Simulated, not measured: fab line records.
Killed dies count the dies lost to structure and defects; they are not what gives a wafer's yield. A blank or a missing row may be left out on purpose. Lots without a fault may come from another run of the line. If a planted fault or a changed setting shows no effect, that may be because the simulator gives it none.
Split-lot experiment + flow rit cmos + 23 wafers read from 5 lots, route of 202 steps

== THE SPLIT ==
At RIT_GATE_CVD_08 (deposits poly-Si from SiH4, target thk 250 nm, time 2220 s), the setting pressure mtorr was moved away from the recipe's 300 mTorr on 20 of the 23 wafers read, by -14.9% to +13.5%. This setting was run at the recipe's value on the other wafers.

The file shows no step between the split and the reading.

== THE READING ==
GATE_POLY_THK in nanometres, read at RIT_GATE_THK_MEAS_09. Typical for fault-free wafers on this fab line: 248 nm, with standard deviation 3.9 nm.

| wafer  | tool, chamber at the split | pressure mtorr as run, mTorr | against the recipe | GATE_POLY_THK, nm | against lot-mates on the recipe |
|--------|----------------------------|------------------------------|--------------------|-------------------|---------------------------------|
| L074.1 | -, -                       | 340.6                        | +13.5%             | 272               | no lot-mate on the recipe       |
| L074.2 | -, -                       | 340.6                        | +13.5%             | 271               | no lot-mate on the recipe       |
| L074.4 | -, -                       | 340.6                        | +13.5%             | 270               | no lot-mate on the recipe       |
| L074.5 | -, -                       | 340.6                        | +13.5%             | 270               | no lot-mate on the recipe       |
| L074.6 | -, -                       | 340.6                        | +13.5%             | 271               | no lot-mate on the recipe       |
| L078.1 | -, -                       | 322.8                        | +7.6%              | 262               | no lot-mate on the recipe       |
| L078.2 | -, -                       | 322.8                        | +7.6%              | 261               | no lot-mate on the recipe       |
| L078.3 | -, -                       | 322.8                        | +7.6%              | 263               | no lot-mate on the recipe       |
| L078.4 | -, -                       | 322.8                        | +7.6%              | 262               | no lot-mate on the recipe       |
| L078.6 | -, -                       | 322.8                        | +7.6%              | 261               | no lot-mate on the recipe       |
| L079.2 | -, -                       | 255.3                        | -14.9%             | 237               | no lot-mate on the recipe       |
| L079.3 | -, -                       | 255.3                        | -14.9%             | 234               | no lot-mate on the recipe       |
| L079.4 | -, -                       | 255.3                        | -14.9%             | 235               | no lot-mate on the recipe       |
| L079.5 | -, -                       | 255.3                        | -14.9%             | 235               | no lot-mate on the recipe       |
| L079.6 | -, -                       | 255.3                        | -14.9%             | 236               | no lot-mate on the recipe       |
| L084.1 | lpcvd-01, 1                | 300                          | recipe             | 245               | -                               |
| L084.4 | lpcvd-01, 1                | 300                          | recipe             | 246               | -                               |
| L084.5 | lpcvd-01, 1                | 300                          | recipe             | 247               | -                               |
| L085.2 | -, -                       | 272.7                        | -9.1%              | 234               | no lot-mate on the recipe       |
| L085.3 | -, -                       | 272.7                        | -9.1%              | 234               | no lot-mate on the recipe       |
| L085.4 | -, -                       | 272.7                        | -9.1%              | 235               | no lot-mate on the recipe       |
| L085.5 | -, -                       | 272.7                        | -9.1%              | 234               | no lot-mate on the recipe       |
| L085.6 | -, -                       | 272.7                        | -9.1%              | 235               | no lot-mate on the recipe       |

FIT RESULTS
A straight line over all 23 wafers: GATE_POLY_THK changes by +1.34 nm for each +1% of pressure mtorr; r = +0.97; the points scatter about the line by 3.8 nm.
Too few moved wafers have a lot-mate on the recipe to fit a line with each lot's own level taken away.

== THE WHOLE CHAIN: every reading that the file lists as answering this split, in the file's order ==
| step                 | what it does                                               | reading                                                                        | change (the file's fit)              | r (the file's) |
|----------------------|------------------------------------------------------------|--------------------------------------------------------------------------------|--------------------------------------|----------------|
| RIT_GATE_CVD_08      | deposits poly-Si from SiH4, target thk 250 nm, time 2220 s | poly-Si_of_GATE_CVD_08.thk nm (the simulator's own value, which no gauge read) | +1.34 nm for each +1% of the setting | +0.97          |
| RIT_GATE_THK_MEAS_09 |                                                            | GATE_POLY_THK                                                                  | +1.34 for each +1% of the setting    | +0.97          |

== THE FILE'S OWN FIT ==
GATE_POLY_THK changes by +1.34 nm for each +1% of pressure mtorr, r = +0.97.
